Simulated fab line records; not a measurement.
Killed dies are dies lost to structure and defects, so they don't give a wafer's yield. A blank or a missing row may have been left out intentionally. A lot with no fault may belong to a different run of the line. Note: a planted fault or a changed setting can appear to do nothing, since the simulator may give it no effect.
Which tool did it?    flow rit-cmos    39 wafers from 13 lots sampled at 3 of the route's 202 steps

## WHAT EACH GAUGE READ, for each wafer
RIT_M1_RS_MEAS_01: the measuring method here is four-point-probe. Usual: for M1_AL_RS the level is 0.0732 ohm/sq and the standard deviation is 0.00083.
lot   measured     on             M1_AL_RS (ohm/sq)     flag
L284  day 3 10:06  film-metro-01  0.0744 0.0747 0.0742  
L286  day 3 18:31  film-metro-04  0.0734 0.0727 0.0724  
L287  day 3 21:45  film-metro-01  0.0749 0.0746 0.0742  
L288  day 4 03:37  film-metro-01  0.0741 0.0738 0.0742  
L289  day 4 10:27  film-metro-01  0.0731 0.0723 0.0724  
L291  day 4 21:26  film-metro-04  0.0736 0.0729 0.0735  
L292  day 5 01:27  film-metro-04  0.0737 0.0739 0.0728  
L294  day 5 15:15  film-metro-04  0.0719 0.1175 0.0717  OFF
L295  day 5 20:06  film-metro-03  0.0738 0.0731 0.0738  
L302  day 7 04:23  film-metro-03  0.0743 0.0733 0.0739  
L303  day 7 06:20  film-metro-01  0.0740 0.0740 0.0741  
L305  day 7 20:22  film-metro-03  0.0748 0.0745 0.0742  
L307  day 8 03:25  film-metro-01  0.0720 0.0717 0.0727  

RIT_M1_THK_MEAS_02: measures by xrf. Usual: for M1_AL_THK the level is 392 nm and the standard deviation is 5.
lot   measured     on             M1_AL_THK (nm)  flag
L284  day 3 10:13  film-metro-01  387 383 389     
L286  day 3 18:38  film-metro-04  390 394 395     
L287  day 3 21:52  film-metro-01  381 384 386     
L288  day 4 03:44  film-metro-01  388 389 387     
L289  day 4 10:34  film-metro-01  393 399 396     
L291  day 4 21:33  film-metro-04  388 392 389     
L292  day 5 01:34  film-metro-04  388 387 393     
L294  day 5 15:22  film-metro-04  398 248 400     OFF
L295  day 5 20:13  film-metro-03  390 391 386     
L302  day 7 04:30  film-metro-03  385 391 386     
L303  day 7 06:26  film-metro-01  387 386 390     
L305  day 7 20:28  film-metro-03  380 383 382     
L307  day 8 03:31  film-metro-01  397 400 399     

## EACH LOT AND THE TOOL THAT RAN IT (in order: tool; ch and the chambers of the sampled wafers; start)
lot   RIT_M1_SPUTTER_00
L284  pvd-sputter-01, day 3 09:46
L286  pvd-sputter-03, day 3 18:13
L287  pvd-sputter-04, day 3 21:26
L288  pvd-sputter-03, day 4 03:19
L289  pvd-sputter-04, day 4 10:10
L291  pvd-sputter-04, day 4 21:08
L292  pvd-sputter-03, day 5 01:08
L294  pvd-sputter-03, day 5 14:56
L295  pvd-sputter-04, day 5 19:47
L302  pvd-sputter-01, day 7 04:04
L303  pvd-sputter-04, day 7 06:00
L305  pvd-sputter-04, day 7 20:03
L307  pvd-sputter-04, day 8 03:04
- RIT_M1_SPUTTER_00: material Al, target thk 400 nm, time 500 s.

## AS READ BY THE TOOLS THEMSELVES (means over the sampled wafers that have a number; for cases with no such wafer, the mark the record gives instead)
RIT_M1_SPUTTER_00. Usual: 30.3 % for throttle-valve-pct, sd 0.91.
lot   tool            throttle-valve-pct (%)  flag
L284  pvd-sputter-01  30.4                    
L286  pvd-sputter-03  30.8                    
L287  pvd-sputter-04  29.1                    
L288  pvd-sputter-03  30.7                    
L289  pvd-sputter-04  30.5                    
L291  pvd-sputter-04  29.9                    
L292  pvd-sputter-03  30.4                    
L294  pvd-sputter-03  30.1                    
L295  pvd-sputter-04  29.6                    
L302  pvd-sputter-01  30.6                    
L303  pvd-sputter-04  30.5                    
L305  pvd-sputter-04  30.4                    
L307  pvd-sputter-04  28.9                    

## THE ANSWER, worked out from the rows above alone
Rule: take the mean of a lot's wafers that have a number; if it is more than 3 standard deviations from the usual mean, the lot is off. A lot without any number at a reading at which 4 lots or more have one is off too. Where the step has rows for the other lots, those lots are counted as sound. The gauges are gone through in route order, then the tools' own readings, and for those a lot's mean is taken as printed above. The first step at which some lot is off is used, and at that step the reading that is off furthest; a lot without a number counts as furthest.
Off: L294, seen at RIT_M1_RS_MEAS_01 (M1_AL_RS).
If a tool, at a process step before that reading, ran all the lots that are off and no sound lot after the first of them, it fits. Gauges at RIT_M1_RS_MEAS_01: tried the same way as those tools. Can't be told from this: 2 tools fit, pvd-sputter-03 at RIT_M1_SPUTTER_00, film-metro-04 at RIT_M1_RS_MEAS_01.

## WHAT THE SIMULATOR PUT IN
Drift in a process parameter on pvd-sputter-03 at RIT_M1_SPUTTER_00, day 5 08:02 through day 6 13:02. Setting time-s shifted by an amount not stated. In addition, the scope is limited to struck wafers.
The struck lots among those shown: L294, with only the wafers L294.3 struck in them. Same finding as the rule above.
